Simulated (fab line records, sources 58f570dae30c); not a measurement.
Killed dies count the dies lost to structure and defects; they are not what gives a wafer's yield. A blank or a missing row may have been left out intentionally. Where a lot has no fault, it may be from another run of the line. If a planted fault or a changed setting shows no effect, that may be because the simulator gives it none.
The tool behind it: which one? :: flow berkeley-cmos170 :: Sampling: 15 lots, 45 wafers, 6 of 331 route steps

## WHAT THE GAUGES READ, wafer by wafer
UCB170_ACTIVE_THK_MEAS_06.
lot: L590
measured: day 4 23:09
on: film-metro-01
ACTIVE_NITRIDE_THK (nm): 221.3 219.8 220.2

lot: L589
measured: day 4 23:11
on: film-metro-04
ACTIVE_NITRIDE_THK (nm): 218.1 218.4 218.6

lot: L593
measured: day 5 16:14
on: film-metro-04
ACTIVE_NITRIDE_THK (nm): 219.2 219.3 219.1

lot: L594
measured: day 6 07:17
on: film-metro-01
ACTIVE_NITRIDE_THK (nm): 218.3 218.0 218.3

lot: L595
measured: day 6 07:17
on: film-metro-02
ACTIVE_NITRIDE_THK (nm): 218.4 218.8 218.3

lot: L596
measured: day 6 07:19
on: film-metro-04
ACTIVE_NITRIDE_THK (nm): 217.6 214.5 217.7

lot: L597
measured: day 6 17:32
on: film-metro-04
ACTIVE_NITRIDE_THK (nm): 221.0 220.4 220.6

lot: L599
measured: day 7 01:07
on: film-metro-02
ACTIVE_NITRIDE_THK (nm): 219.9 220.3 220.1

lot: L601
measured: day 7 06:26
on: film-metro-04
ACTIVE_NITRIDE_THK (nm): 217.7 214.7 215.5

lot: L602
measured: day 7 06:26
on: film-metro-02
ACTIVE_NITRIDE_THK (nm): 218.2 219.6 218.1

lot: L604
measured: day 8 03:25
on: film-metro-02
ACTIVE_NITRIDE_THK (nm): 217.5 220.2 218.9

lot: L608
measured: day 9 02:23
on: film-metro-04
ACTIVE_NITRIDE_THK (nm): 218.5 219.5 219.2

lot: L612
measured: day 9 02:24
on: film-metro-02
ACTIVE_NITRIDE_THK (nm): 218.7 219.5 218.3

lot: L609
measured: day 9 02:25
on: film-metro-01
ACTIVE_NITRIDE_THK (nm): 218.1 218.2 217.4

lot: L611
measured: day 9 02:28
on: film-metro-04
ACTIVE_NITRIDE_THK (nm): 218.9 219.1 220.6

UCB170_NVT_TW_MEAS_09.
lot: L590
measured: day 6 19:33
on: film-metro-04
NVT_TW: 523.5 520.4 519.6

lot: L589
measured: day 6 19:02
on: film-metro-03
NVT_TW: 519.3 519.8 518.0

lot: L593
measured: day 7 04:25
on: film-metro-03
NVT_TW: 520.1 519.5 517.4

lot: L594
measured: day 7 21:29
on: film-metro-01
NVT_TW: 524.2 524.8 525.7

lot: L595
measured: day 7 21:15
on: film-metro-03
NVT_TW: 521.7 523.3 523.6

lot: L596
measured: day 7 21:08
on: film-metro-04
NVT_TW: 524.1 521.1 523.7

lot: L597
measured: day 8 06:52
on: film-metro-01
NVT_TW: 522.0 518.3 517.3

lot: L599
measured: day 8 15:58
on: film-metro-04
NVT_TW: 518.8 523.0 524.0

lot: L601
measured: day 8 16:36
on: film-metro-03
NVT_TW: 518.8 519.2 518.8

lot: L602
measured: day 8 16:13
on: film-metro-01
NVT_TW: 522.9 519.9 522.3

lot: L604
measured: day 9 18:07
on: film-metro-03
NVT_TW: 515.4 519.2 514.4

lot: L608
measured: day 10 17:42
on: film-metro-01
NVT_TW: 521.6 523.4 521.8

lot: L612
measured: day 10 18:20
on: film-metro-04
NVT_TW: 525.8 527.0 525.9

lot: L609
measured: day 10 18:25
on: film-metro-01
NVT_TW: 521.7 523.2 522.7

lot: L611
measured: day 10 18:03
on: film-metro-03
NVT_TW: 519.1 518.0 519.5

UCB170_GATE_CD_MEAS_12: target cd 350 nm.
lot: L590
measured: day 7 10:50
on: cd-sem-02
cd-nm (nm): 351.6 351.0 351.2

lot: L589
measured: day 7 10:57
on: cd-sem-01
cd-nm (nm): 348.0 348.8 350.0

lot: L593
measured: day 8 00:05
on: cd-sem-02
cd-nm (nm): 350.5 352.2 350.5

lot: L594
measured: day 8 11:11
on: cd-sem-02
cd-nm (nm): 351.5 352.2 351.6

lot: L595
measured: day 8 11:04
on: cd-sem-02
cd-nm (nm): 351.9 351.9 352.1

lot: L596
measured: day 8 10:34
on: cd-sem-02
cd-nm (nm): 349.8 349.9 349.4

lot: L597
measured: day 8 20:16
on: cd-sem-01
cd-nm (nm): 349.2 352.1 353.7

lot: L599
measured: day 9 10:44
on: cd-sem-01
cd-nm (nm): 352.1 353.0 352.4

lot: L601
measured: day 9 10:50
on: cd-sem-02
cd-nm (nm): 350.5 350.6 352.0

lot: L602
measured: day 9 11:11
on: cd-sem-02
cd-nm (nm): 350.7 350.4 350.7

lot: L604
measured: day 10 09:44
on: cd-sem-02
cd-nm (nm): 349.9 349.6 349.6

lot: L608
measured: day 11 12:34
on: cd-sem-02
cd-nm (nm): 346.3 347.3 347.8

lot: L612
measured: day 11 13:19
on: cd-sem-02
cd-nm (nm): 351.7 352.4 350.4

lot: L609
measured: day 11 12:44
on: cd-sem-02
cd-nm (nm): 351.1 350.9 351.6

lot: L611
measured: day 11 13:26
on: cd-sem-02
cd-nm (nm): 352.0 351.5 351.5

UCB170_V2_CD_MEAS_90: target cd 700 nm.
lot: L590
measured: day 9 01:29
on: cd-sem-02
cd-nm (nm): 700.7 701.5 701.1

lot: L589
measured: day 9 01:44
on: cd-sem-01
cd-nm (nm): 698.0 697.5 697.7

lot: L593
measured: day 9 18:14
on: cd-sem-02
cd-nm (nm): 700.8 698.3 701.9

lot: L594
measured: day 9 22:40
on: cd-sem-01
cd-nm (nm): 700.0 700.8 699.3

lot: L595
measured: day 9 23:46
on: cd-sem-01
cd-nm (nm): 700.4 702.1 701.0

lot: L596
measured: day 9 23:34
on: cd-sem-01
cd-nm (nm): 698.5 700.7 700.9

lot: L597
measured: day 10 08:32
on: cd-sem-01
cd-nm (nm): 701.6 700.4 700.7

lot: L599
measured: day 10 19:01
on: cd-sem-01
cd-nm (nm): 701.9 701.9 700.3

lot: L601
measured: day 10 22:31
on: cd-sem-01
cd-nm (nm): 699.6 700.3 702.1

lot: L602
measured: day 10 21:26
on: cd-sem-01
cd-nm (nm): 699.8 698.8 698.7

lot: L604
measured: day 11 20:20
on: cd-sem-01
cd-nm (nm): 699.6 697.8 699.9

lot: L608
measured: day 12 23:59
on: cd-sem-01
cd-nm (nm): - - -

lot: L612
measured: day 13 00:41
on: cd-sem-02
cd-nm (nm): 699.9 699.0 699.6

lot: L609
measured: day 13 01:23
on: cd-sem-02
cd-nm (nm): - - -

lot: L611
measured: day 13 00:50
on: cd-sem-01
cd-nm (nm): - - -

## TOOL THAT RAN EACH LOT (tool first, then ch and the chambers of the sampled wafers, then the start)
lot: L590
UCB170_V2_ETCH_14: rie-diel-02 ch 1,3, day 9 01:12
UCB170_V2_STRIP_15: plasma-asher-01 ch 0,1, day 9 01:23

lot: L589
UCB170_V2_ETCH_14: rie-diel-04 ch 0,1,3, day 9 01:26
UCB170_V2_STRIP_15: plasma-asher-03 ch 0,1, day 9 01:37

lot: L593
UCB170_V2_ETCH_14: rie-diel-02 ch 1,2, day 9 17:55
UCB170_V2_STRIP_15: plasma-asher-03 ch 0,1, day 9 18:08

lot: L594
UCB170_V2_ETCH_14: rie-diel-01 ch 0,1,3, day 9 22:22
UCB170_V2_STRIP_15: plasma-asher-01 ch 0,1, day 9 22:33

lot: L595
UCB170_V2_ETCH_14: rie-diel-01 ch 0,1, day 9 23:28
UCB170_V2_STRIP_15: plasma-asher-01 ch 0,1, day 9 23:40

lot: L596
UCB170_V2_ETCH_14: rie-diel-02 ch 1,2, day 9 23:16
UCB170_V2_STRIP_15: plasma-asher-01 ch 0, day 9 23:27

lot: L597
UCB170_V2_ETCH_14: rie-diel-04 ch 0,1,3, day 10 08:13
UCB170_V2_STRIP_15: plasma-asher-03 ch 0,1, day 10 08:26

lot: L599
UCB170_V2_ETCH_14: rie-diel-01 ch 1,2,3, day 10 18:44
UCB170_V2_STRIP_15: plasma-asher-03 ch 0, day 10 18:55

lot: L601
UCB170_V2_ETCH_14: rie-diel-02 ch 0,1, day 10 22:14
UCB170_V2_STRIP_15: plasma-asher-03 ch 0,1, day 10 22:25

lot: L602
UCB170_V2_ETCH_14: rie-diel-04 ch 0,1,2, day 10 21:10
UCB170_V2_STRIP_15: plasma-asher-02 ch 0,1, day 10 21:20

lot: L604
UCB170_V2_ETCH_14: rie-diel-04 ch 0,1,2, day 11 20:03
UCB170_V2_STRIP_15: plasma-asher-03 ch 0,1, day 11 20:14

lot: L608
UCB170_V2_ETCH_14: rie-diel-01 ch 0,1,2, day 12 23:42
UCB170_V2_STRIP_15: plasma-asher-01 ch 0,1, day 12 23:53

lot: L612
UCB170_V2_ETCH_14: rie-diel-02 ch 0,2,3, day 13 00:23
UCB170_V2_STRIP_15: plasma-asher-01 ch 0,1, day 13 00:34

lot: L609
UCB170_V2_ETCH_14: rie-diel-02 ch 0,2, day 13 01:04
UCB170_V2_STRIP_15: plasma-asher-03 ch 0,1, day 13 01:16

lot: L611
UCB170_V2_ETCH_14: rie-diel-04 ch 0,3, day 13 00:32
UCB170_V2_STRIP_15: plasma-asher-03 ch 0, day 13 00:43
- UCB170_V2_ETCH_14: etches SiO2 in CHF3/CF4/Ar, stops on Al, target depth 1250 nm, time 291 s.
- UCB170_V2_STRIP_15: strips in O2.

## AS READ BY THE TOOLS THEMSELVES (means over the sampled wafers that have a number; for cases with no such wafer, the mark the record gives instead)
UCB170_V2_ETCH_14.
lot: L590
tool: rie-diel-02
CHF3_flow_sccm (sccm): 44.97
cf4-flow-sccm (sccm): 15.02
drypump-motor-current-A (A): 6.4
oes-product-au (a.u.): 0.872
throttle-valve-pct (%): 6.83

lot: L589
tool: rie-diel-04
CHF3_flow_sccm (sccm): 44.96
cf4-flow-sccm (sccm): 15.01
drypump-motor-current-A (A): 5.7
oes-product-au (a.u.): 0.870
throttle-valve-pct (%): 7.08

lot: L593
tool: rie-diel-02
CHF3_flow_sccm (sccm): 44.98
cf4-flow-sccm (sccm): 15.02
drypump-motor-current-A (A): 6.2
oes-product-au (a.u.): 0.874
throttle-valve-pct (%): 6.87

lot: L594
tool: rie-diel-01
CHF3_flow_sccm (sccm): 45.05
cf4-flow-sccm (sccm): 15.01
drypump-motor-current-A (A): 5.5
oes-product-au (a.u.): 0.872
throttle-valve-pct (%): 7.02

lot: L595
tool: rie-diel-01
CHF3_flow_sccm (sccm): 45.14
cf4-flow-sccm (sccm): 15.01
drypump-motor-current-A (A): 5.7
oes-product-au (a.u.): 0.869
throttle-valve-pct (%): 7.04

lot: L596
tool: rie-diel-02
CHF3_flow_sccm (sccm): 44.97
cf4-flow-sccm (sccm): 14.95
drypump-motor-current-A (A): 6.2
oes-product-au (a.u.): 0.866
throttle-valve-pct (%): 6.87

lot: L597
tool: rie-diel-04
CHF3_flow_sccm (sccm): 45.02
cf4-flow-sccm (sccm): 14.98
drypump-motor-current-A (A): 5.7
oes-product-au (a.u.): 0.865
throttle-valve-pct (%): 7.09

lot: L599
tool: rie-diel-01
CHF3_flow_sccm (sccm): 44.97
cf4-flow-sccm (sccm): 14.98
drypump-motor-current-A (A): 5.7
oes-product-au (a.u.): 0.878
throttle-valve-pct (%): 6.97

lot: L601
tool: rie-diel-02
CHF3_flow_sccm (sccm): 45.04
cf4-flow-sccm (sccm): 14.97
drypump-motor-current-A (A): 6.6
oes-product-au (a.u.): 0.875
throttle-valve-pct (%): 6.85

lot: L602
tool: rie-diel-04
CHF3_flow_sccm (sccm): 45.09
cf4-flow-sccm (sccm): 15.02
drypump-motor-current-A (A): 6.0
oes-product-au (a.u.): 0.873
throttle-valve-pct (%): 7.01

lot: L604
tool: rie-diel-04
CHF3_flow_sccm (sccm): 44.96
cf4-flow-sccm (sccm): 14.99
drypump-motor-current-A (A): 6.0
oes-product-au (a.u.): 0.875
throttle-valve-pct (%): 7.01

lot: L608
tool: rie-diel-01
CHF3_flow_sccm (sccm): -
cf4-flow-sccm (sccm): -
drypump-motor-current-A (A): -
oes-product-au (a.u.): -
throttle-valve-pct (%): -

lot: L612
tool: rie-diel-02
CHF3_flow_sccm (sccm): 44.75
cf4-flow-sccm (sccm): 14.96
drypump-motor-current-A (A): 5.7
oes-product-au (a.u.): 0.875
throttle-valve-pct (%): 6.95

lot: L609
tool: rie-diel-02
CHF3_flow_sccm (sccm): -
cf4-flow-sccm (sccm): -
drypump-motor-current-A (A): -
oes-product-au (a.u.): -
throttle-valve-pct (%): -

lot: L611
tool: rie-diel-04
CHF3_flow_sccm (sccm): -
cf4-flow-sccm (sccm): -
drypump-motor-current-A (A): -
oes-product-au (a.u.): -
throttle-valve-pct (%): -

UCB170_V2_STRIP_15.
lot: L590
tool: plasma-asher-01
drypump-motor-current-A (A): 5.5
oes-product-au (a.u.): 0.726
strip-time-to-endpoint-s (s): 15.20

lot: L589
tool: plasma-asher-03
drypump-motor-current-A (A): 6.2
oes-product-au (a.u.): 0.721
strip-time-to-endpoint-s (s): 15.39

lot: L593
tool: plasma-asher-03
drypump-motor-current-A (A): 6.2
oes-product-au (a.u.): 0.722
strip-time-to-endpoint-s (s): 15.31

lot: L594
tool: plasma-asher-01
drypump-motor-current-A (A): 5.5
oes-product-au (a.u.): 0.716
strip-time-to-endpoint-s (s): 15.29

lot: L595
tool: plasma-asher-01
drypump-motor-current-A (A): 5.5
oes-product-au (a.u.): 0.725
strip-time-to-endpoint-s (s): 15.33

lot: L596
tool: plasma-asher-01
drypump-motor-current-A (A): 5.2
oes-product-au (a.u.): 0.720
strip-time-to-endpoint-s (s): 15.18

lot: L597
tool: plasma-asher-03
drypump-motor-current-A (A): 6.0
oes-product-au (a.u.): 0.719
strip-time-to-endpoint-s (s): 15.42

lot: L599
tool: plasma-asher-03
drypump-motor-current-A (A): 6.5
oes-product-au (a.u.): 0.727
strip-time-to-endpoint-s (s): 15.36

lot: L601
tool: plasma-asher-03
drypump-motor-current-A (A): 6.0
oes-product-au (a.u.): 0.723
strip-time-to-endpoint-s (s): 15.27

lot: L602
tool: plasma-asher-02
drypump-motor-current-A (A): 5.7
oes-product-au (a.u.): 0.721
strip-time-to-endpoint-s (s): 15.42

lot: L604
tool: plasma-asher-03
drypump-motor-current-A (A): 6.2
oes-product-au (a.u.): 0.719
strip-time-to-endpoint-s (s): 15.40

lot: L608
tool: plasma-asher-01
drypump-motor-current-A (A): 5.4
oes-product-au (a.u.): 0.732
strip-time-to-endpoint-s (s): 21.68

lot: L612
tool: plasma-asher-01
drypump-motor-current-A (A): 5.5
oes-product-au (a.u.): 0.724
strip-time-to-endpoint-s (s): 15.43

lot: L609
tool: plasma-asher-03
drypump-motor-current-A (A): 5.9
oes-product-au (a.u.): 0.734
strip-time-to-endpoint-s (s): 21.59

lot: L611
tool: plasma-asher-03
drypump-motor-current-A (A): 6.5
oes-product-au (a.u.): 0.734
strip-time-to-endpoint-s (s): 21.57

## THE ANSWER, worked out from the rows above alone
Rule: what is usual is taken from the lots themselves. Put in order of their means at a reading, lots are off if they are a third of the lots or fewer, leave a main group of 4 or more, and stand apart from it by a gap of 3 or more times the standard deviation of the main group's means; of several such gaps the widest counts. A main group is skipped when, at the precision printed for the reading in the tables above, its means are all equal. Also off: a lot with no number at a reading for which 4 or more lots have one. All remaining lots with rows at the step are treated as sound. Order of review: gauges by route order, followed by the tools' own readings, for which a lot's mean as printed above is used. The first step at which some lot is off is used, and at that step the reading that is off furthest; a lot without a number counts as furthest.
Off: L608, L609, L611, at UCB170_V2_CD_MEAS_90 (cd-nm). Without a number there: L608, L609, L611. Main group: mean 700.1 nm, sd 1.
A tool fits if, at a process step before that reading, it ran every lot that is off, and no sound lot after the first of them. The gauges at UCB170_V2_CD_MEAS_90 aren't tried: what is off there is off at UCB170_V2_ETCH_14 too, on other tools, and a gauge's error can't cause that. Not one of the candidates tried fits.

## WHAT HAD BEEN PUT IN BY THE SIMULATOR
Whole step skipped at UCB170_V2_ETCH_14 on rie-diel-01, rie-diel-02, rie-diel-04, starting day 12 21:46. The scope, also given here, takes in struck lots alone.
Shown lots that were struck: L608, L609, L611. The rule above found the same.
